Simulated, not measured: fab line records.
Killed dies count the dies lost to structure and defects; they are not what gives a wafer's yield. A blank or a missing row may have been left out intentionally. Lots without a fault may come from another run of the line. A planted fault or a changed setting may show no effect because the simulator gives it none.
2 desks looking at one fault ; flow ritCmos ; each desk has only its own numbers; what lay behind them comes last

## DESK OF THE TOOL OWNER: lpcvd-01
The tool's own readings at RIT_SPACER_CVD_03 (deposits Si3N4 from SiH2Cl2/NH3, target thk 250 nm, time 3300 s): means of the sampled wafers that have a number, for each lot that ran on this tool. If a lot's mean is further than 4 standard deviations from the usual mean, the lot is out of limits and carries the mark OUT (the distance appears in the brackets).
Columns: A = sih2cl2FlowSccm at RIT_SPACER_CVD_03, usual 60.01 sccm; B = spikeTcCentreC at RIT_SPACER_CVD_03, usual 811.3 C; C = spikeTcLoadC at RIT_SPACER_CVD_03, usual 836.8 C; D = spikeTcSourceC at RIT_SPACER_CVD_03, usual 833.0 C; E = susceptorTempC at RIT_SPACER_CVD_03, usual 810.0 C; F = zonePowerLoadPct at RIT_SPACER_CVD_03, usual 22.7 %; G = zonePowerSourcePct at RIT_SPACER_CVD_03, usual 20.6 %
lot;first seen here;A;B;C;D;E;F;G
L755;day 3 00:22;60.17;811.8;837.9;834.3;810.2;23.0;19.4
L757;day 3 07:35;59.80;811.5;838.5;833.3;809.9;23.1;19.5
L758;day 3 11:23;60.18;812.0;839.6;833.0;810.3;23.0;19.7
L760;day 4 00:06;60.07;811.8;838.8;833.9;810.0;22.9;19.4
L762;day 4 13:15;59.93;811.1;836.7;830.6;810.0;22.2;22.0
L763;day 4 13:15;60.31;812.2;838.5;834.5;810.3;23.0;19.7
L766;day 5 08:11;60.05;812.4;837.9;833.4;810.1;23.1;19.6
L768;day 5 19:43;60.03;811.6;838.7;833.7;810.3;23.0;19.6
L771;day 6 06:25;59.96;931.5 (+99 or more) OUT;960.1 (+56) OUT;952.4 (+54) OUT;930.1 (+99 or more) OUT;30.4 (+17) OUT;30.3 (+7.4) OUT
L773;day 6 21:51;60.14;930.7 (+99 or more) OUT;958.9 (+55) OUT;951.6 (+54) OUT;931.1 (+99 or more) OUT;30.4 (+17) OUT;30.1 (+7.3) OUT
This desk finds L771, L773 out of limits, L771 being first, at day 6 06:25 (spikeTcCentreC at RIT_SPACER_CVD_03). In limits: L755, L757, L758, L760, L762, L763, L766, L768.

## METROLOGY DESK
What the gauges read, lot by lot, whatever tool the lot ran on: means of the sampled wafers that have a number. If a lot's mean is further than 4 standard deviations from the usual mean, the lot is out of limits and carries the mark OUT (the distance appears in the brackets).
Columns: A = SPACER_NITRIDE_THK at RIT_SPACER_THK_MEAS_04, usual 251.2 nm
lot;first seen here;A
L755;day 3 03:14;253.4
L757;day 3 09:30;251.2
L758;day 3 13:20;249.5
L760;day 4 02:01;254.6
L761;day 4 11:19;248.4
L762;day 4 15:10;252.3
L763;day 4 15:11;249.6
L766;day 5 11:05;251.9
L767;day 5 13:55;249.3
L768;day 5 21:38;254.4
L770;day 6 03:15;254.2
L771;day 6 08:20;422.0 (+71) OUT
L773;day 6 23:47;422.0 (+71) OUT
L778;day 7 21:24;252.1
Finding of this desk: L771, L773 out of limits, first seen on L771 at day 6 08:20 (SPACER_NITRIDE_THK at RIT_SPACER_THK_MEAS_04). In limits: L755, L757, L758, L760, L761, L762, L763, L766, L767, L768, L770, L778.

## ALL TOGETHER
The tool owner's desk could have raised an alarm at day 6 06:25, on L771, L773.
At day 6 08:20 the metrology desk could have sounded an alarm, on L771, L773.
The lots listed all ran RIT_SPACER_CVD_03 on lpcvd-01.

## WHAT THE SIMULATOR PUT IN
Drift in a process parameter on lpcvd-01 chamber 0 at RIT_SPACER_CVD_03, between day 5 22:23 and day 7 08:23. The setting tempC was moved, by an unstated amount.
Shown lots that were struck: L771, L773.
Time in hours from fault onset to the first out-of-limits reading at each desk: tool owner's desk 8, metrology desk 10.
